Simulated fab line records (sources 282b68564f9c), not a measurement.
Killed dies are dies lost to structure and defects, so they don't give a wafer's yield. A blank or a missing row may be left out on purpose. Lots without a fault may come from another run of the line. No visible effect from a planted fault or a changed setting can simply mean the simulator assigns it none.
Struck lot and sound lot, side by side + flow rit cmos + 43 steps out of a route of 202
Sound: these wafers, L957.3, L957.4, L957.6. Struck: wafers L970.2, L970.4. (L970.1 of the same lot was not struck and is left out.) The cause comes at the end.
Order at every step that has rows: each side's tool, ch and its chambers, its first start. Under that, the readings that differ: sound wafers + struck wafers + difference of the means + sigmas: that difference in standard deviations of wafers without a fault.
alike: words and numbers the same on both sides, and readings whose means are apart by under 2 such deviations; not compared: readings that were withheld, readings missing a value for some wafer, numbers with overlapping values and no deviation given by the record, and bounds like >300 which may hide the same value.
The two part at a step that has a row with sigmas, a row that says differs or no value, or rows on one side only. Numbers that don't overlap but have no deviation are shown without sigmas and don't part them. A reading missing from all wafers of one side parts the sides only when that side holds two or more wafers.

first, 2 steps without rows for these wafers: RIT_REOX_CLEAN_02 (cleans in SC2, time 600 s); RIT_REOX_OXIDATION_03 (target thk 25.2 nm, ox time 5580 s).
RIT_REOX_THK_MEAS_04:
  sound: film metro-04 at day 3 00:21; struck: film metro-02 at day 5 13:59
  alike: REOX_OXIDE_THK
then, 2 steps without rows for these wafers: RIT_NLDD_HMDS_00 (prime time 60 s); RIT_NLDD_COAT_01 (resist thk 1000 nm).
RIT_NLDD_SOFTBAKE_02: time 62.36 s.
  sound on litho track-04 ch 0, day 3 00:44; struck on litho track-03 ch 0, day 5 14:21
  alike: plate sensor t centre C, plate sensor t edge C, softbake temp c
then, 3 steps without rows for these wafers: RIT_NLDD_EXPOSE_03 (exposes mask M7, target cd 40700 nm); RIT_NLDD_PEB_04; RIT_NLDD_DEVELOP_05 (develop time 50 s).
RIT_NLDD_OVL_MEAS_06:
  sound: overlay-01 at day 3 01:23; struck: overlay-02 at day 5 15:01
  alike: NLDD_OVL
then, 2 steps without rows for these wafers: RIT_NLDD_HARDBAKE_07 (time 60 s); RIT_NLDD_IMPLANT_08.
RIT_NLDD_STRIP_09: strips in O2, time 180 s.
  sound on plasma asher-04 ch 0,1, day 3 01:46; struck on plasma asher-01 ch 1, day 5 15:22
| reading                        | sound          | struck    | difference | sigmas |
|--------------------------------|----------------|-----------|------------|--------|
| chamber pressure mTorr (mTorr) | 4003 4004 4004 | 3996 3995 | -8         | -2     |
  alike: drypump motor current A, o2 flow sccm
  not compared: rf hours counter h
RIT_NLDD_TW_MEAS_10:
  sound: film metro-01 at day 3 01:54; struck: film metro-03 at day 5 15:32
| reading | sound          | struck    | difference | sigmas |
|---------|----------------|-----------|------------|--------|
| NLDD_TW | 2469 2456 2447 | 2578 2566 | +115       | +3     |
then, 6 steps without rows for these wafers: RIT_PLDD_HMDS_00 (prime time 60 s); RIT_PLDD_COAT_01 (resist thk 1000 nm); RIT_PLDD_SOFTBAKE_02 (time 60 s); RIT_PLDD_EXPOSE_03 (exposes mask M8, target cd 40900 nm); RIT_PLDD_PEB_04; RIT_PLDD_DEVELOP_05 (develop time 50 s).
RIT_PLDD_OVL_MEAS_06:
  sound: overlay-01 at day 3 03:02; struck: overlay-01 at day 5 16:29
  alike: PLDD_OVL
then, 2 steps without rows for these wafers: RIT_PLDD_HARDBAKE_07 (time 60 s); RIT_PLDD_IMPLANT_08.
RIT_PLDD_STRIP_09: strips in O2, time 180 s.
  sound on plasma asher-02 ch 0,1, day 3 03:25; struck on plasma asher-03 ch 1, day 5 16:49
  alike: chamber pressure mTorr, drypump motor current A, o2 flow sccm
  not compared: rf hours counter h
RIT_PLDD_TW_MEAS_10:
  sound: film metro-03 at day 3 03:33; struck: film metro-03 at day 5 16:59
  alike: PLDD_TW
then, 4 steps without rows for these wafers: RIT_SPACER_CLEAN_00 (cleans in SC1, time 600 s); RIT_SPACER_CLEAN_01 (cleans in dHF, time 30 s); RIT_SPACER_CLEAN_02 (cleans in SC2, time 600 s); RIT_SPACER_CVD_03 (deposits Si3N4 from SiH2Cl2/NH3, target thk 250 nm, time 3300 s).
RIT_SPACER_THK_MEAS_04:
  sound: film metro-04 at day 3 06:52; struck: film metro-03 at day 5 19:20
  alike: SPACER_NITRIDE_THK
RIT_SPACER_ETCHBACK_05: etches Si3N4 in SF6/CHF3, stops on SiO2, target depth 250 nm, time 240 s.
  sound on rie diel-01 ch 1,3, day 3 06:55; struck on rie diel-02 ch 2,3, day 5 19:24
  alike: chamber pressure mTorr, drypump motor current A, oes product au, throttle valve pct
  not compared: rf hours counter h
then, 6 steps without rows for these wafers: RIT_NSD_HMDS_00 (prime time 60 s); RIT_NSD_COAT_01 (resist thk 993.2 nm); RIT_NSD_SOFTBAKE_02 (time 60 s); RIT_NSD_EXPOSE_03 (exposes mask M9, target cd 40700 nm); RIT_NSD_PEB_04; RIT_NSD_DEVELOP_05 (develop time 50 s).
RIT_NSD_OVL_MEAS_06:
  sound: overlay-01 at day 3 08:02; struck: overlay-02 at day 5 20:31
  alike: NSD_OVL
then, 2 steps without rows for these wafers: RIT_NSD_HARDBAKE_07 (time 60 s); RIT_NSD_IMPLANT_08.
RIT_NSD_STRIP_09: strips in O2, time 180 s.
  sound on plasma asher-02 ch 0,1, day 3 08:26; struck on plasma asher-03 ch 0, day 5 20:52
  alike: chamber pressure mTorr, drypump motor current A, o2 flow sccm
  not compared: rf hours counter h
RIT_NSD_TW_MEAS_10:
  sound: film metro-02 at day 3 08:34; struck: film metro-02 at day 5 21:02
  alike: NSD_TW
RIT_M1_PROBE_99:
  sound: prober-02 at day 3 18:35; struck: prober-01 at day 6 06:23
| reading             | sound  | struck | difference | sigmas |
|---------------------|--------|--------|------------|--------|
| killed at front end | 7 11 9 | 39 35  | +28        | +9     |
| killed dies         | 7 11 9 | 39 35  | +28        | +9     |
  alike: killed_at_M0_to_M3, killed open, killed short

WHERE THEY PART
Earliest at RIT_NLDD_STRIP_09; latest, in this record, at RIT_M1_PROBE_99.

WHY: whatever the simulator had introduced
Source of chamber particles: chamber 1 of plasma asher-01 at RIT_NLDD_STRIP_09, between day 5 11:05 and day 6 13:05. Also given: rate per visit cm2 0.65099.
